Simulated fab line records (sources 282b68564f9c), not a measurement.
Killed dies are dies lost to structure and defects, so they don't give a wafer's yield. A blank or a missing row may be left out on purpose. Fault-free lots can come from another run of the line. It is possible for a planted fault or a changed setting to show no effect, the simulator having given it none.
2 desks, one fault | flow rit cmos | every desk sees just its own numbers, and what lay behind them comes last

## AT THE TOOL OWNER'S DESK: litho track-04
The tool's own readings at RIT_PRETRO_COAT_01 (resist thk 1300 nm): means of the sampled wafers that have a number, for each lot that ran on this tool. If a lot's mean is further than 4 standard deviations from the usual mean, the lot is out of limits and carries the mark OUT (the distance appears in the brackets).
Columns: A = chill plate temp C at RIT_PRETRO_COAT_01, usual 23.02 C
lot  | first seen here | A
L149 | day 3 19:23     | 22.94
L160 | day 6 09:52     | 22.98
L161 | day 6 21:12     | 23.00
This desk found nothing out of limits on any of the 3 lots.

## AT THE METROLOGY DESK
What the gauges read for every lot (on any tool): the sampled wafers with a number, averaged. If a lot's mean is further than 4 standard deviations from the usual mean, the lot is out of limits and carries the mark OUT (the distance appears in the brackets).
Columns: A = NRETRO_OVL at RIT_NRETRO_OVL_MEAS_06, usual 0.7 nm; B = NRETRO_TW at RIT_NRETRO_TW_MEAS_10, usual 1044; C = PRETRO_OVL at RIT_PRETRO_OVL_MEAS_06, usual 0.8 nm
lot  | first seen here | A   | B    | C
L147 | day 3 11:25     | 0.6 | 1043 | 0.7
L148 | day 3 13:26     | 0.2 | 1052 | -0.1
L149 | day 3 18:31     | 0.6 | 1052 | 1.5
L160 | day 6 09:00     | 1.5 | 1046 | -1.4
L161 | day 6 20:22     | 0.4 | 1037 | -1.1
L163 | day 7 03:52     | 2.4 | 1042 | 1.3
This desk found nothing out of limits on any of the 6 lots.

## ALL TOGETHER
Nothing out of limits was seen by the tool owner's desk.
Nothing out of limits was seen by the metrology desk.

## WHAT THE SIMULATOR PUT IN
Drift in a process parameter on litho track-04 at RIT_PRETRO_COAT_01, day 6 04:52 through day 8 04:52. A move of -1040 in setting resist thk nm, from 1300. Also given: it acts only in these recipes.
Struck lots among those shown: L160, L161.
